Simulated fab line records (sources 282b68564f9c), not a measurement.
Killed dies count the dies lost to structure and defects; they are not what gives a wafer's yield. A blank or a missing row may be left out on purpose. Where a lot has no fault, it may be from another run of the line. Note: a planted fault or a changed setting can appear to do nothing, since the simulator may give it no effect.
A struck lot beside a sound one / flow rit cmos / 43 out of 202 route steps
Sound: wafers L986.2, L986.3, L986.4. Struck: wafer L992.3. (L992.1, L992.4 of the same lot were not struck and are left out.) The cause comes at the end.
For every step that has rows: the tool of each side, followed by ch and its chambers, followed by its first start. Under that, the readings that differ: sound wafers / struck wafers / difference of the means / sigmas: that difference in standard deviations of wafers without a fault.
alike: readings whose means differ by less than 2 such deviations, and words and numbers that are the same on both sides. not compared: withheld readings, readings that some wafer has no value for, bounds like >300 that may hide the same value, and numbers for which the record gives no deviation and whose values overlap.
A row with sigmas, a row that says differs or no value, or rows on one side alone: a step with any of these is where the two part. When numbers do not overlap yet have no deviation, they are printed without sigmas and do not part them. Lack of a reading on every wafer of one side parts them only where that side has two or more wafers.

first, 1 step without rows for these wafers: RIT_NLDD_IMPLANT_08.
RIT_NLDD_STRIP_09: strips in O2, time 180 s.
  sound on plasma asher-04 ch 0,1, day 2 23:49; struck on plasma asher-02 ch 0, day 4 06:01
  alike: drypump motor current A
  not compared: rf hours counter h
RIT_NLDD_TW_MEAS_10:
  sound on film metro-04 at day 3 00:00; struck on film metro-04 at day 4 06:11
  alike: NLDD_TW
then, 6 steps without rows for these wafers: RIT_PLDD_HMDS_00 (prime time 60 s); RIT_PLDD_COAT_01 (resist thk 1000 nm); RIT_PLDD_SOFTBAKE_02 (time 60 s); RIT_PLDD_EXPOSE_03 (exposes mask M8, target cd 40900 nm); RIT_PLDD_PEB_04; RIT_PLDD_DEVELOP_05 (develop time 50 s).
RIT_PLDD_OVL_MEAS_06:
  sound on overlay-02 at day 3 01:02; struck on overlay-02 at day 4 07:13
  alike: PLDD_OVL
then, 2 steps without rows for these wafers: RIT_PLDD_HARDBAKE_07 (time 60 s); RIT_PLDD_IMPLANT_08.
RIT_PLDD_STRIP_09: strips in O2, time 180 s.
  sound on plasma asher-02 ch 0,1, day 3 01:22; struck on plasma asher-01 ch 1, day 4 07:34
  alike: drypump motor current A
  not compared: rf hours counter h
RIT_PLDD_TW_MEAS_10:
  sound on film metro-01 at day 3 01:33; struck on film metro-04 at day 4 07:44
reading=PLDD_TW; sound=2345 2343 2344; struck=2297; difference=-47; sigmas=-3
then, 4 steps without rows for these wafers: RIT_SPACER_CLEAN_00 (cleans in SC1, time 600 s); RIT_SPACER_CLEAN_01 (cleans in dHF, time 30 s); RIT_SPACER_CLEAN_02 (cleans in SC2, time 600 s); RIT_SPACER_CVD_03 (deposits Si3N4 from SiH2Cl2/NH3, target thk 250 nm, time 3300 s).
RIT_SPACER_THK_MEAS_04:
  sound on film metro-04 at day 3 03:53; struck on film metro-04 at day 4 10:07
  alike: SPACER_NITRIDE_THK
RIT_SPACER_ETCHBACK_05: etches Si3N4 in SF6/CHF3, stops on SiO2, target depth 250 nm, time 240 s.
  sound on rie diel-03 ch 0,1,3, day 3 03:56; struck on rie diel-01 ch 1, day 4 10:10
reading=oes product au (a.u.); sound=0.848 0.865 0.867; struck=0.827; difference=-0.033; sigmas=-3
reading=rf hours counter h (h); sound=48 92 7; struck=115; difference=+66; sigmas=
  alike: drypump motor current A, throttle valve pct
then, 6 steps without rows for these wafers: RIT_NSD_HMDS_00 (prime time 60 s); RIT_NSD_COAT_01 (resist thk 1000 nm); RIT_NSD_SOFTBAKE_02 (time 60 s); RIT_NSD_EXPOSE_03 (exposes mask M9, target cd 40700 nm); RIT_NSD_PEB_04; RIT_NSD_DEVELOP_05 (develop time 50 s).
RIT_NSD_OVL_MEAS_06:
  sound on overlay-02 at day 3 05:04; struck on overlay-01 at day 4 11:17
  alike: NSD_OVL
then, 2 steps without rows for these wafers: RIT_NSD_HARDBAKE_07 (time 60 s); RIT_NSD_IMPLANT_08.
RIT_NSD_STRIP_09: strips in O2, time 180 s.
  sound on plasma asher-04 ch 0,1, day 3 05:24; struck on plasma asher-01 ch 1, day 4 11:43
  alike: drypump motor current A
  not compared: rf hours counter h
RIT_NSD_TW_MEAS_10:
  sound on film metro-02 at day 3 05:35; struck on film metro-04 at day 4 11:53
  alike: NSD_TW
then, 6 steps without rows for these wafers: RIT_PSD_HMDS_00 (prime time 60 s); RIT_PSD_COAT_01 (resist thk 1000 nm); RIT_PSD_SOFTBAKE_02 (time 60 s); RIT_PSD_EXPOSE_03 (exposes mask M10, target cd 40900 nm); RIT_PSD_PEB_04; RIT_PSD_DEVELOP_05 (develop time 50 s).
RIT_PSD_OVL_MEAS_06:
  sound on overlay-02 at day 3 06:29; struck on overlay-02 at day 4 12:52
  alike: PSD_OVL
then, 2 steps without rows for these wafers: RIT_PSD_HARDBAKE_07 (time 60 s); RIT_PSD_IMPLANT_08.
RIT_PSD_STRIP_09: strips in O2, time 180 s.
  sound on plasma asher-04 ch 0,1, day 3 06:49; struck on plasma asher-03 ch 1, day 4 13:13
  alike: drypump motor current A
  not compared: rf hours counter h
RIT_PSD_TW_MEAS_10:
  sound on film metro-04 at day 3 07:01; struck on film metro-04 at day 4 13:23
  alike: PSD_TW
RIT_M1_PROBE_99:
  sound on prober-01 at day 3 14:52; struck on prober-01 at day 4 21:32
reading=hold; sound=- - -; struck=await dispo/1.8h/release; difference=no value on the sound wafers; sigmas=
reading=killed at front end; sound=8 5 2; struck=49; difference=+44; sigmas=+14
reading=killed dies; sound=9 5 2; struck=49; difference=+44; sigmas=+14
reading=killed on rim; sound=0 1 0; struck=10; difference=+10; sigmas=+7
  alike: killed_at_M0_to_M3, killed at contacts, killed open, killed short

WHERE THEY PART
First at RIT_PLDD_TW_MEAS_10; last, within this record, at RIT_M1_PROBE_99.

WHY: what the simulator had put in
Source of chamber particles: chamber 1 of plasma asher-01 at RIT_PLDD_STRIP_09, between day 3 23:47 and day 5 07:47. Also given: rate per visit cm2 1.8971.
